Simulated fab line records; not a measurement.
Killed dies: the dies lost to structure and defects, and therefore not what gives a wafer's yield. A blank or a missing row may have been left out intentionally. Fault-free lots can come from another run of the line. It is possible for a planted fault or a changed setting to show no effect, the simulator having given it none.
fab line records || flow rit_cmos
record: {"lots": 7, "wafers": 21, "last_day": 7}
route steps=202 shown CONTACT@180 M1@184
lots that met no fault: taken from a fault-free run of the same line
start_h: hours from the record's first day to the start of the lot's first wafer shown || wait_h: hours elapsed since this lot's preceding step || " unchanged from the row above || L1.1+2: a single row standing in for several wafers || - no value present, or no start provided || * or withheld: withheld || < > ~ a bound
route shown NAME@n: NAME is a module with steps in the file, n the number in the route of the first one || usual: mean/standard deviation of fault-free wafers || same: alike in all rows || chamber/n: place in a boat || sites: per-site readings || _std_site: their standard deviation || _edge_site: inner sites' mean taken away from outer sites' mean || radius_mm: for every site, how far away it sits from the centre of the wafer || mask NAME#n: copy n || behind: tool/chamber where the wafer was last shaped || hold: reason for holding the lot/hours on hold/outcome of the hold || device: whichever transistor did not switch (one of n, p or np) || end of line: tests of these same wafers at the route's end || for a step that has no rows: nothing shown but its recipe || killed: count of dies lost to structure and defects at first sort (not the wafer's yield) || map: the dies of a wafer, with x for killed, . for not killed, _ for no die there
set.NAME: the setting as run; set.NAME@STEP: as run at that earlier step || model.NAME: the simulator's own value behind a step, which no gauge read
lots at some steps of the route; a table a step, a row a wafer
services: from which hour (start_h, from the record's first day; less than 0 if before it) a tool's chamber was out of use, for how many hours, and why
== steps ==
step: RIT_CONTACT_STRIP_12
recipe: {"chemistry": "O2", "time_s": 180, "resist": "NOVOLAK", "platen_temp_c": "withheld", "power_w": 500, "pressure_mtorr": 4000, "o2_flow_sccm": 4000}
usual: {"drypump_motor_current_A": "5.7/0.4"}
{"lot.wafer": "L431.1", "tool": "plasma_asher-01", "chamber": 1, "start_h": 71.66, "wait_h": 0.1, "drypump_motor_current_A": 5.1, "rf_hours_counter_h": 43}
{"lot.wafer": "L431.3", "tool": "plasma_asher-01", "chamber": 1, "start_h": 71.66, "wait_h": 0.1, "drypump_motor_current_A": 5.1, "rf_hours_counter_h": "-"}
{"lot.wafer": "L431.5", "tool": "plasma_asher-01", "chamber": 1, "start_h": 71.66, "wait_h": 0.1, "drypump_motor_current_A": 5.1, "rf_hours_counter_h": "-"}
{"lot.wafer": "L435.1", "tool": "plasma_asher-04", "chamber": 1, "start_h": 88.54, "wait_h": 0.1, "drypump_motor_current_A": 5.3, "rf_hours_counter_h": 47}
{"lot.wafer": "L435.4", "tool": "plasma_asher-04", "chamber": 0, "start_h": 88.54, "wait_h": 0.1, "drypump_motor_current_A": 6.0, "rf_hours_counter_h": "-"}
{"lot.wafer": "L435.6", "tool": "plasma_asher-04", "chamber": 0, "start_h": 88.54, "wait_h": 0.1, "drypump_motor_current_A": 6.0, "rf_hours_counter_h": "-"}
{"lot.wafer": "L440.1", "tool": "plasma_asher-03", "chamber": 0, "start_h": 118.86, "wait_h": 0.1, "drypump_motor_current_A": 5.9, "rf_hours_counter_h": 31}
{"lot.wafer": "L440.2", "tool": "plasma_asher-03", "chamber": 1, "start_h": 118.86, "wait_h": 0.1, "drypump_motor_current_A": 6.3, "rf_hours_counter_h": 31}
{"lot.wafer": "L440.3", "tool": "plasma_asher-03", "chamber": 0, "start_h": 118.86, "wait_h": 0.1, "drypump_motor_current_A": 5.9, "rf_hours_counter_h": "-"}
{"lot.wafer": "L441.3", "tool": "plasma_asher-04", "chamber": 1, "start_h": 119.30, "wait_h": 0.2, "drypump_motor_current_A": 5.3, "rf_hours_counter_h": "-"}
{"lot.wafer": "L441.5", "tool": "plasma_asher-04", "chamber": 0, "start_h": 119.30, "wait_h": 0.2, "drypump_motor_current_A": 6.0, "rf_hours_counter_h": "-"}
{"lot.wafer": "L441.6", "tool": "plasma_asher-04", "chamber": 1, "start_h": 119.30, "wait_h": 0.2, "drypump_motor_current_A": 5.3, "rf_hours_counter_h": "-"}
{"lot.wafer": "L442.2", "tool": "plasma_asher-01", "chamber": 1, "start_h": 122.80, "wait_h": 0.1, "drypump_motor_current_A": 5.1, "rf_hours_counter_h": 48}
{"lot.wafer": "L442.3", "tool": "plasma_asher-01", "chamber": 1, "start_h": 122.80, "wait_h": 0.1, "drypump_motor_current_A": 5.1, "rf_hours_counter_h": "-"}
{"lot.wafer": "L442.5", "tool": "plasma_asher-01", "chamber": 0, "start_h": 122.80, "wait_h": 0.1, "drypump_motor_current_A": 5.7, "rf_hours_counter_h": "-"}
{"lot.wafer": "L448.4", "tool": "plasma_asher-03", "chamber": 1, "start_h": 157.04, "wait_h": 0.2, "drypump_motor_current_A": 6.3, "rf_hours_counter_h": "-"}
{"lot.wafer": "L448.5", "tool": "plasma_asher-03", "chamber": 0, "start_h": 157.04, "wait_h": 0.2, "drypump_motor_current_A": 5.8, "rf_hours_counter_h": "-"}
{"lot.wafer": "L448.6", "tool": "plasma_asher-03", "chamber": 1, "start_h": 157.04, "wait_h": 0.2, "drypump_motor_current_A": 6.3, "rf_hours_counter_h": "-"}
{"lot.wafer": "L450.1", "tool": "plasma_asher-03", "chamber": 0, "start_h": 164.67, "wait_h": 0.1, "drypump_motor_current_A": 5.9, "rf_hours_counter_h": 36}
{"lot.wafer": "L450.3", "tool": "plasma_asher-03", "chamber": 0, "start_h": 164.67, "wait_h": 0.1, "drypump_motor_current_A": 5.8, "rf_hours_counter_h": "-"}
{"lot.wafer": "L450.5", "tool": "plasma_asher-03", "chamber": 0, "start_h": 164.67, "wait_h": 0.1, "drypump_motor_current_A": 5.9, "rf_hours_counter_h": "-"}
step: RIT_CONTACT_CD_MEAS_90
recipe: {"target_cd_nm": 1000}
usual: {"cd_nm": "1000.1/2.3"}
{"lot.wafer": "L431.1", "tool": "cd_sem-02", "chamber": "-", "start_h": 71.83, "wait_h": 0.1, "cd_nm": 1004.1}
{"lot.wafer": "L431.3", "tool": "cd_sem-02", "chamber": "-", "start_h": 71.83, "wait_h": 0.1, "cd_nm": 1003.4}
{"lot.wafer": "L431.5", "tool": "cd_sem-02", "chamber": "-", "start_h": 71.83, "wait_h": 0.1, "cd_nm": 1002.8}
{"lot.wafer": "L435.1", "tool": "cd_sem-01", "chamber": "-", "start_h": 88.71, "wait_h": 0.1, "cd_nm": 998.0}
{"lot.wafer": "L435.4", "tool": "cd_sem-01", "chamber": "-", "start_h": 88.71, "wait_h": 0.1, "cd_nm": 996.7}
{"lot.wafer": "L435.6", "tool": "cd_sem-01", "chamber": "-", "start_h": 88.71, "wait_h": 0.1, "cd_nm": 997.1}
{"lot.wafer": "L440.1", "tool": "cd_sem-02", "chamber": "-", "start_h": 119.04, "wait_h": 0.1, "cd_nm": 1006.6}
{"lot.wafer": "L440.2", "tool": "cd_sem-02", "chamber": "-", "start_h": 119.04, "wait_h": 0.1, "cd_nm": 1004.9}
{"lot.wafer": "L440.3", "tool": "cd_sem-02", "chamber": "-", "start_h": 119.04, "wait_h": 0.1, "cd_nm": 1002.9}
{"lot.wafer": "L441.3", "tool": "cd_sem-01", "chamber": "-", "start_h": 119.46, "wait_h": 0.1, "cd_nm": 998.7}
{"lot.wafer": "L441.5", "tool": "cd_sem-01", "chamber": "-", "start_h": 119.46, "wait_h": 0.1, "cd_nm": 1001.1}
{"lot.wafer": "L441.6", "tool": "cd_sem-01", "chamber": "-", "start_h": 119.46, "wait_h": 0.1, "cd_nm": 1000.8}
{"lot.wafer": "L442.2", "tool": "cd_sem-01", "chamber": "-", "start_h": 123.00, "wait_h": 0.1, "cd_nm": 997.7}
{"lot.wafer": "L442.3", "tool": "cd_sem-01", "chamber": "-", "start_h": 123.00, "wait_h": 0.1, "cd_nm": 997.2}
{"lot.wafer": "L442.5", "tool": "cd_sem-01", "chamber": "-", "start_h": 123.00, "wait_h": 0.1, "cd_nm": 998.4}
{"lot.wafer": "L448.4", "tool": "cd_sem-02", "chamber": "-", "start_h": 157.21, "wait_h": 0.1, "cd_nm": 998.0}
{"lot.wafer": "L448.5", "tool": "cd_sem-02", "chamber": "-", "start_h": 157.21, "wait_h": 0.1, "cd_nm": 999.1}
{"lot.wafer": "L448.6", "tool": "cd_sem-02", "chamber": "-", "start_h": 157.21, "wait_h": 0.1, "cd_nm": 998.5}
{"lot.wafer": "L450.1", "tool": "cd_sem-02", "chamber": "-", "start_h": 164.85, "wait_h": 0.1, "cd_nm": 999.8}
{"lot.wafer": "L450.3", "tool": "cd_sem-02", "chamber": "-", "start_h": 164.85, "wait_h": 0.1, "cd_nm": 1001.2}
{"lot.wafer": "L450.5", "tool": "cd_sem-02", "chamber": "-", "start_h": 164.85, "wait_h": 0.1, "cd_nm": 998.9}
step: RIT_CONTACT_CLEAN_13
recipe: {"chemistry": "SC1", "mix": "3:3:50", "time_s": 600, "temp_c": 75}
step: RIT_CONTACT_CLEAN_14
recipe: {"chemistry": "SC2", "mix": "3:3:50", "time_s": 600, "temp_c": 75, "dry": "n2_spin"}
step: RIT_M1_SPUTTER_00
recipe: {"material": "Al", "target_thk_nm": 400, "power_w": 2000, "chamber_pressure_pa": 0.4, "gas": "Ar", "time_s": 500, "substrate_temp_c": 25}
usual: {"throttle_valve_pct": "30.4/1.2"}
{"lot.wafer": "L431.1", "tool": "pvd_sputter-01", "chamber": "-", "start_h": 72.33, "wait_h": 0.0, "throttle_valve_pct": 30.5}
{"lot.wafer": "L431.3", "tool": "pvd_sputter-01", "chamber": "-", "start_h": 72.33, "wait_h": 0.0, "throttle_valve_pct": 29.4}
{"lot.wafer": "L431.5", "tool": "pvd_sputter-01", "chamber": "-", "start_h": 72.33, "wait_h": 0.0, "throttle_valve_pct": 29.4}
{"lot.wafer": "L435.1", "tool": "pvd_sputter-01", "chamber": "-", "start_h": 89.18, "wait_h": 0.0, "throttle_valve_pct": 30.7}
{"lot.wafer": "L435.4", "tool": "pvd_sputter-01", "chamber": "-", "start_h": 89.18, "wait_h": 0.0, "throttle_valve_pct": 29.1}
{"lot.wafer": "L435.6", "tool": "pvd_sputter-01", "chamber": "-", "start_h": 89.18, "wait_h": 0.0, "throttle_valve_pct": 30.4}
{"lot.wafer": "L440.1", "tool": "pvd_sputter-03", "chamber": "-", "start_h": 119.52, "wait_h": 0.0, "throttle_valve_pct": 29.4}
{"lot.wafer": "L440.2", "tool": "pvd_sputter-03", "chamber": "-", "start_h": 119.52, "wait_h": 0.0, "throttle_valve_pct": 29.5}
{"lot.wafer": "L440.3", "tool": "pvd_sputter-03", "chamber": "-", "start_h": 119.52, "wait_h": 0.0, "throttle_valve_pct": 29.7}
{"lot.wafer": "L441.3", "tool": "pvd_sputter-01", "chamber": "-", "start_h": 119.90, "wait_h": 0.0, "throttle_valve_pct": 30.7}
{"lot.wafer": "L441.5", "tool": "pvd_sputter-01", "chamber": "-", "start_h": 119.90, "wait_h": 0.0, "throttle_valve_pct": 31.8}
{"lot.wafer": "L441.6", "tool": "pvd_sputter-01", "chamber": "-", "start_h": 119.90, "wait_h": 0.0, "throttle_valve_pct": 29.5}
{"lot.wafer": "L442.2", "tool": "pvd_sputter-04", "chamber": "-", "start_h": 123.46, "wait_h": 0.0, "throttle_valve_pct": 30.1}
{"lot.wafer": "L442.3", "tool": "pvd_sputter-04", "chamber": "-", "start_h": 123.46, "wait_h": 0.0, "throttle_valve_pct": 28.9}
{"lot.wafer": "L442.5", "tool": "pvd_sputter-04", "chamber": "-", "start_h": 123.46, "wait_h": 0.0, "throttle_valve_pct": 30.2}
{"lot.wafer": "L448.4", "tool": "pvd_sputter-04", "chamber": "-", "start_h": 157.62, "wait_h": 0.0, "throttle_valve_pct": 29.0}
{"lot.wafer": "L448.5", "tool": "pvd_sputter-04", "chamber": "-", "start_h": 157.62, "wait_h": 0.0, "throttle_valve_pct": 32.2}
{"lot.wafer": "L448.6", "tool": "pvd_sputter-04", "chamber": "-", "start_h": 157.62, "wait_h": 0.0, "throttle_valve_pct": 31.1}
{"lot.wafer": "L450.1", "tool": "pvd_sputter-01", "chamber": "-", "start_h": 165.33, "wait_h": 0.0, "throttle_valve_pct": 30.8}
{"lot.wafer": "L450.3", "tool": "pvd_sputter-01", "chamber": "-", "start_h": 165.33, "wait_h": 0.0, "throttle_valve_pct": 31.6}
{"lot.wafer": "L450.5", "tool": "pvd_sputter-01", "chamber": "-", "start_h": 165.33, "wait_h": 0.0, "throttle_valve_pct": 31.8}
step: RIT_M1_RS_MEAS_01
recipe: {"thk_meas_gauge": "four-point-probe", "reads": "Al_of_M1_SPUTTER_00"}
usual: {"M1_AL_RS": "0.0732/0.00065"}
{"lot.wafer": "L431.1", "tool": "film_metro-02", "chamber": "-", "start_h": 72.63, "wait_h": 0.1, "M1_AL_RS[ohm/sq]": 0.0740}
{"lot.wafer": "L431.3", "tool": "film_metro-02", "chamber": "-", "start_h": 72.63, "wait_h": 0.1, "M1_AL_RS[ohm/sq]": 0.0741}
{"lot.wafer": "L431.5", "tool": "film_metro-02", "chamber": "-", "start_h": 72.63, "wait_h": 0.1, "M1_AL_RS[ohm/sq]": 0.0744}
{"lot.wafer": "L435.1", "tool": "film_metro-02", "chamber": "-", "start_h": 89.48, "wait_h": 0.1, "M1_AL_RS[ohm/sq]": 0.0726}
{"lot.wafer": "L435.4", "tool": "film_metro-02", "chamber": "-", "start_h": 89.48, "wait_h": 0.1, "M1_AL_RS[ohm/sq]": 0.0731}
{"lot.wafer": "L435.6", "tool": "film_metro-02", "chamber": "-", "start_h": 89.48, "wait_h": 0.1, "M1_AL_RS[ohm/sq]": 0.0733}
{"lot.wafer": "L440.1", "tool": "film_metro-03", "chamber": "-", "start_h": 119.82, "wait_h": 0.1, "M1_AL_RS[ohm/sq]": 0.0730}
{"lot.wafer": "L440.2", "tool": "film_metro-03", "chamber": "-", "start_h": 119.82, "wait_h": 0.1, "M1_AL_RS[ohm/sq]": 0.0731}
{"lot.wafer": "L440.3", "tool": "film_metro-03", "chamber": "-", "start_h": 119.82, "wait_h": 0.1, "M1_AL_RS[ohm/sq]": 0.0737}
{"lot.wafer": "L441.3", "tool": "film_metro-03", "chamber": "-", "start_h": 120.24, "wait_h": 0.2, "M1_AL_RS[ohm/sq]": 0.0734}
{"lot.wafer": "L441.5", "tool": "film_metro-03", "chamber": "-", "start_h": 120.24, "wait_h": 0.2, "M1_AL_RS[ohm/sq]": 0.0734}
{"lot.wafer": "L441.6", "tool": "film_metro-03", "chamber": "-", "start_h": 120.24, "wait_h": 0.2, "M1_AL_RS[ohm/sq]": 0.0732}
{"lot.wafer": "L442.2", "tool": "film_metro-04", "chamber": "-", "start_h": 123.78, "wait_h": 0.2, "M1_AL_RS[ohm/sq]": 0.0725}
{"lot.wafer": "L442.3", "tool": "film_metro-04", "chamber": "-", "start_h": 123.78, "wait_h": 0.2, "M1_AL_RS[ohm/sq]": 0.0725}
{"lot.wafer": "L442.5", "tool": "film_metro-04", "chamber": "-", "start_h": 123.78, "wait_h": 0.2, "M1_AL_RS[ohm/sq]": 0.0728}
{"lot.wafer": "L448.4", "tool": "film_metro-02", "chamber": "-", "start_h": 157.98, "wait_h": 0.2, "M1_AL_RS[ohm/sq]": 0.0737}
{"lot.wafer": "L448.5", "tool": "film_metro-02", "chamber": "-", "start_h": 157.98, "wait_h": 0.2, "M1_AL_RS[ohm/sq]": 0.0737}
{"lot.wafer": "L448.6", "tool": "film_metro-02", "chamber": "-", "start_h": 157.98, "wait_h": 0.2, "M1_AL_RS[ohm/sq]": 0.0733}
{"lot.wafer": "L450.1", "tool": "film_metro-02", "chamber": "-", "start_h": 165.63, "wait_h": 0.1, "M1_AL_RS[ohm/sq]": 0.0736}
{"lot.wafer": "L450.3", "tool": "film_metro-02", "chamber": "-", "start_h": 165.63, "wait_h": 0.1, "M1_AL_RS[ohm/sq]": 0.0738}
{"lot.wafer": "L450.5", "tool": "film_metro-02", "chamber": "-", "start_h": 165.63, "wait_h": 0.1, "M1_AL_RS[ohm/sq]": 0.0736}
step: RIT_M1_THK_MEAS_02
recipe: {"thk_meas_gauge": "xrf", "reads": "Al_of_M1_SPUTTER_00"}
usual: {"M1_AL_THK": "401/4"}
{"lot.wafer": "L431.1", "tool": "film_metro-02", "chamber": "-", "start_h": 72.75, "wait_h": 0.1, "M1_AL_THK[nm]": 399}
{"lot.wafer": "L431.3", "tool": "film_metro-02", "chamber": "-", "start_h": 72.75, "wait_h": 0.1, "M1_AL_THK[nm]": 396}
{"lot.wafer": "L431.5", "tool": "film_metro-02", "chamber": "-", "start_h": 72.75, "wait_h": 0.1, "M1_AL_THK[nm]": 397}
{"lot.wafer": "L435.1", "tool": "film_metro-02", "chamber": "-", "start_h": 89.60, "wait_h": 0.1, "M1_AL_THK[nm]": 407}
{"lot.wafer": "L435.4", "tool": "film_metro-02", "chamber": "-", "start_h": 89.60, "wait_h": 0.1, "M1_AL_THK[nm]": 403}
{"lot.wafer": "L435.6", "tool": "film_metro-02", "chamber": "-", "start_h": 89.60, "wait_h": 0.1, "M1_AL_THK[nm]": 406}
{"lot.wafer": "L440.1", "tool": "film_metro-03", "chamber": "-", "start_h": 119.94, "wait_h": 0.1, "M1_AL_THK[nm]": 398}
{"lot.wafer": "L440.2", "tool": "film_metro-03", "chamber": "-", "start_h": 119.94, "wait_h": 0.1, "M1_AL_THK[nm]": 399}
{"lot.wafer": "L440.3", "tool": "film_metro-03", "chamber": "-", "start_h": 119.94, "wait_h": 0.1, "M1_AL_THK[nm]": 394}
{"lot.wafer": "L441.3", "tool": "film_metro-03", "chamber": "-", "start_h": 120.34, "wait_h": 0.1, "M1_AL_THK[nm]": 397}
{"lot.wafer": "L441.5", "tool": "film_metro-03", "chamber": "-", "start_h": 120.34, "wait_h": 0.1, "M1_AL_THK[nm]": 395}
{"lot.wafer": "L441.6", "tool": "film_metro-03", "chamber": "-", "start_h": 120.34, "wait_h": 0.1, "M1_AL_THK[nm]": 397}
{"lot.wafer": "L442.2", "tool": "film_metro-04", "chamber": "-", "start_h": 123.89, "wait_h": 0.1, "M1_AL_THK[nm]": 404}
{"lot.wafer": "L442.3", "tool": "film_metro-04", "chamber": "-", "start_h": 123.89, "wait_h": 0.1, "M1_AL_THK[nm]": 409}
{"lot.wafer": "L442.5", "tool": "film_metro-04", "chamber": "-", "start_h": 123.89, "wait_h": 0.1, "M1_AL_THK[nm]": 403}
{"lot.wafer": "L448.4", "tool": "film_metro-02", "chamber": "-", "start_h": 158.07, "wait_h": 0.1, "M1_AL_THK[nm]": 399}
{"lot.wafer": "L448.5", "tool": "film_metro-02", "chamber": "-", "start_h": 158.07, "wait_h": 0.1, "M1_AL_THK[nm]": 401}
{"lot.wafer": "L448.6", "tool": "film_metro-02", "chamber": "-", "start_h": 158.07, "wait_h": 0.1, "M1_AL_THK[nm]": 404}
{"lot.wafer": "L450.1", "tool": "film_metro-02", "chamber": "-", "start_h": 165.75, "wait_h": 0.1, "M1_AL_THK[nm]": 402}
{"lot.wafer": "L450.3", "tool": "film_metro-02", "chamber": "-", "start_h": 165.75, "wait_h": 0.1, "M1_AL_THK[nm]": 399}
{"lot.wafer": "L450.5", "tool": "film_metro-02", "chamber": "-", "start_h": 165.75, "wait_h": 0.1, "M1_AL_THK[nm]": 404}
step: RIT_M1_HMDS_03
recipe: {"prime_time_s": 60, "prime_temp_c": 140}
step: RIT_M1_COAT_04
recipe: {"resist": "NOVOLAK", "spin_rpm": 2000, "resist_thk_nm": 1300}
step: RIT_M1_SOFTBAKE_05
recipe: {"resist": "NOVOLAK", "temp_c": 90, "time_s": 60}
step: RIT_M1_EXPOSE_06
recipe: {"mask_id": "M12", "na": 0.6, "source_shape": "conventional", "sigma_outer": 0.5, "target_cd_nm": 2600, "dose_mj": 250}
step: RIT_M1_PEB_07
recipe: {"resist": "NOVOLAK", "temp_c": "withheld", "time_s": "withheld"}
step: RIT_M1_DEVELOP_08
recipe: {"resist": "NOVOLAK", "develop_time_s": 68, "dev_temp_c": 23}
usual: {"chill_plate_temp_C": "23.02/0.11", "develop_time_s": "68/0"}
{"lot.wafer": "L431.1", "tool": "litho_track-04", "chamber": 0, "start_h": 73, "wait_h": "-", "chill_plate_temp_C": 23.01, "develop_time_s": 68}
{"lot.wafer": "L431.3", "tool": "litho_track-04", "chamber": 0, "start_h": 73, "wait_h": "-", "chill_plate_temp_C": 23.16, "develop_time_s": 68}
{"lot.wafer": "L431.5", "tool": "litho_track-04", "chamber": 0, "start_h": 73, "wait_h": "-", "chill_plate_temp_C": 23.20, "develop_time_s": 68}
{"lot.wafer": "L435.1", "tool": "litho_track-03", "chamber": 0, "start_h": 90, "wait_h": "-", "chill_plate_temp_C": 22.93, "develop_time_s": 68}
{"lot.wafer": "L435.4", "tool": "litho_track-03", "chamber": 0, "start_h": 90, "wait_h": "-", "chill_plate_temp_C": 23.07, "develop_time_s": 68}
{"lot.wafer": "L435.6", "tool": "litho_track-03", "chamber": 0, "start_h": 90, "wait_h": "-", "chill_plate_temp_C": 22.94, "develop_time_s": 68}
{"lot.wafer": "L440.1", "tool": "litho_track-03", "chamber": "-", "start_h": 120, "wait_h": "-", "chill_plate_temp_C": "-", "develop_time_s": "-"}
{"lot.wafer": "L440.2", "tool": "litho_track-03", "chamber": "-", "start_h": 120, "wait_h": "-", "chill_plate_temp_C": "-", "develop_time_s": "-"}
{"lot.wafer": "L440.3", "tool": "litho_track-03", "chamber": "-", "start_h": 120, "wait_h": "-", "chill_plate_temp_C": "-", "develop_time_s": "-"}
{"lot.wafer": "L441.3", "tool": "litho_track-01", "chamber": "-", "start_h": 121, "wait_h": "-", "chill_plate_temp_C": "-", "develop_time_s": "-"}
{"lot.wafer": "L441.5", "tool": "litho_track-01", "chamber": "-", "start_h": 121, "wait_h": "-", "chill_plate_temp_C": "-", "develop_time_s": "-"}
{"lot.wafer": "L441.6", "tool": "litho_track-01", "chamber": "-", "start_h": 121, "wait_h": "-", "chill_plate_temp_C": "-", "develop_time_s": "-"}
{"lot.wafer": "L442.2", "tool": "litho_track-03", "chamber": "-", "start_h": 124, "wait_h": "-", "chill_plate_temp_C": "-", "develop_time_s": "-"}
{"lot.wafer": "L442.3", "tool": "litho_track-03", "chamber": "-", "start_h": 124, "wait_h": "-", "chill_plate_temp_C": "-", "develop_time_s": "-"}
{"lot.wafer": "L442.5", "tool": "litho_track-03", "chamber": "-", "start_h": 124, "wait_h": "-", "chill_plate_temp_C": "-", "develop_time_s": "-"}
{"lot.wafer": "L448.4", "tool": "litho_track-03", "chamber": 0, "start_h": 158, "wait_h": "-", "chill_plate_temp_C": 23.04, "develop_time_s": 68}
{"lot.wafer": "L448.5", "tool": "litho_track-03", "chamber": 0, "start_h": 158, "wait_h": "-", "chill_plate_temp_C": 22.95, "develop_time_s": 68}
{"lot.wafer": "L448.6", "tool": "litho_track-03", "chamber": 0, "start_h": 158, "wait_h": "-", "chill_plate_temp_C": 23.14, "develop_time_s": 68}
{"lot.wafer": "L450.1", "tool": "litho_track-04", "chamber": 0, "start_h": 166, "wait_h": "-", "chill_plate_temp_C": 23.04, "develop_time_s": 68}
{"lot.wafer": "L450.3", "tool": "litho_track-04", "chamber": 0, "start_h": 166, "wait_h": "-", "chill_plate_temp_C": 23.14, "develop_time_s": 68}
{"lot.wafer": "L450.5", "tool": "litho_track-04", "chamber": 0, "start_h": 166, "wait_h": "-", "chill_plate_temp_C": 23.22, "develop_time_s": 68}
step: RIT_M1_CD_MEAS_09
recipe: {"target_cd_nm": 2600}
usual: {"cd_nm": "2599.7/2.3"}
{"lot.wafer": "L431.1", "tool": "cd_sem-01", "chamber": "-", "start_h": 73.69, "wait_h": "-", "cd_nm": 2600.1}
{"lot.wafer": "L431.3", "tool": "cd_sem-01", "chamber": "-", "start_h": 73.69, "wait_h": "-", "cd_nm": 2601.0}
{"lot.wafer": "L431.5", "tool": "cd_sem-01", "chamber": "-", "start_h": 73.69, "wait_h": "-", "cd_nm": 2597.5}
{"lot.wafer": "L435.1", "tool": "cd_sem-01", "chamber": "-", "start_h": 90.66, "wait_h": "-", "cd_nm": 2601.0}
{"lot.wafer": "L435.4", "tool": "cd_sem-01", "chamber": "-", "start_h": 90.66, "wait_h": "-", "cd_nm": 2598.8}
{"lot.wafer": "L435.6", "tool": "cd_sem-01", "chamber": "-", "start_h": 90.66, "wait_h": "-", "cd_nm": 2599.9}
{"lot.wafer": "L440.1", "tool": "cd_sem-02", "chamber": "-", "start_h": 120.88, "wait_h": "-", "cd_nm": "-"}
{"lot.wafer": "L440.2", "tool": "cd_sem-02", "chamber": "-", "start_h": 120.88, "wait_h": "-", "cd_nm": "-"}
{"lot.wafer": "L440.3", "tool": "cd_sem-02", "chamber": "-", "start_h": 120.88, "wait_h": "-", "cd_nm": "-"}
{"lot.wafer": "L441.3", "tool": "cd_sem-01", "chamber": "-", "start_h": 121.47, "wait_h": "-", "cd_nm": "-"}
{"lot.wafer": "L441.5", "tool": "cd_sem-01", "chamber": "-", "start_h": 121.47, "wait_h": "-", "cd_nm": "-"}
{"lot.wafer": "L441.6", "tool": "cd_sem-01", "chamber": "-", "start_h": 121.47, "wait_h": "-", "cd_nm": "-"}
{"lot.wafer": "L442.2", "tool": "cd_sem-01", "chamber": "-", "start_h": 124.96, "wait_h": "-", "cd_nm": "-"}
{"lot.wafer": "L442.3", "tool": "cd_sem-01", "chamber": "-", "start_h": 124.96, "wait_h": "-", "cd_nm": "-"}
{"lot.wafer": "L442.5", "tool": "cd_sem-01", "chamber": "-", "start_h": 124.96, "wait_h": "-", "cd_nm": "-"}
{"lot.wafer": "L448.4", "tool": "cd_sem-01", "chamber": "-", "start_h": 159.04, "wait_h": "-", "cd_nm": 2603.5}
{"lot.wafer": "L448.5", "tool": "cd_sem-01", "chamber": "-", "start_h": 159.04, "wait_h": "-", "cd_nm": 2602.5}
{"lot.wafer": "L448.6", "tool": "cd_sem-01", "chamber": "-", "start_h": 159.04, "wait_h": "-", "cd_nm": 2604.7}
{"lot.wafer": "L450.1", "tool": "cd_sem-01", "chamber": "-", "start_h": 166.69, "wait_h": "-", "cd_nm": 2598.8}
{"lot.wafer": "L450.3", "tool": "cd_sem-01", "chamber": "-", "start_h": 166.69, "wait_h": "-", "cd_nm": 2597.8}
{"lot.wafer": "L450.5", "tool": "cd_sem-01", "chamber": "-", "start_h": 166.69, "wait_h": "-", "cd_nm": 2598.6}
== services ==
{"tool": "plasma_asher-03", "chamber": "-", "start_h": 63.47, "hours": 2.8, "kind": "pm"}
{"tool": "plasma_asher-04", "chamber": "-", "start_h": 108.75, "hours": 9.0, "kind": "pm"}
{"tool": "plasma_asher-04", "chamber": 0, "start_h": 108.75, "hours": 9.0, "kind": "vent_cycle"}
{"tool": "plasma_asher-04", "chamber": 1, "start_h": 108.75, "hours": 9.0, "kind": "vent_cycle"}
{"tool": "plasma_asher-04", "chamber": 0, "start_h": 117.75, "hours": "-", "kind": "clean"}
{"tool": "plasma_asher-04", "chamber": 1, "start_h": 117.75, "hours": "-", "kind": "clean"}
{"tool": "plasma_asher-03", "chamber": "-", "start_h": 139.37, "hours": 6.4, "kind": "repair"}
{"tool": "plasma_asher-01", "chamber": "-", "start_h": 145.12, "hours": 2.8, "kind": "pm"}
{"tool": "pvd_sputter-01", "chamber": "-", "start_h": 157.73, "hours": 6.7, "kind": "repair"}
== key ==
first_sign: {"step": "RIT_M1_DEVELOP_08", "reading": "tool_record", "direction": "missing"}
effect none on later readings
met_at RIT_M1_DEVELOP_08
struck_wafers L440.1,L440.2,L440.3,L441.3,L441.5,L441.6,L442.2,L442.3,L442.5
later_rows_left_out L440.1,L440.2,L440.3,L441.3,L441.5,L441.6,L442.2,L442.3,L442.5
sort_left_out L440.1,L440.2,L440.3,L441.3,L441.5,L441.6,L442.2,L442.3,L442.5
onset_between 90 120
fault: {"kind": "skipped_step_whole", "tool": "litho_track-01,litho_track-03", "chamber": "-", "onset_h": 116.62, "steps": "RIT_M1_DEVELOP_08", "scope": "struck_lots_only"}
sort_left_out: the simulated sort isn't trusted on such a fault, so these wafers' sort isn't shown, and their yield isn't known
later_rows_left_out: the simulator's readings of these wafers behind a module that went badly wrong aren't trusted and aren't shown, but for the sort
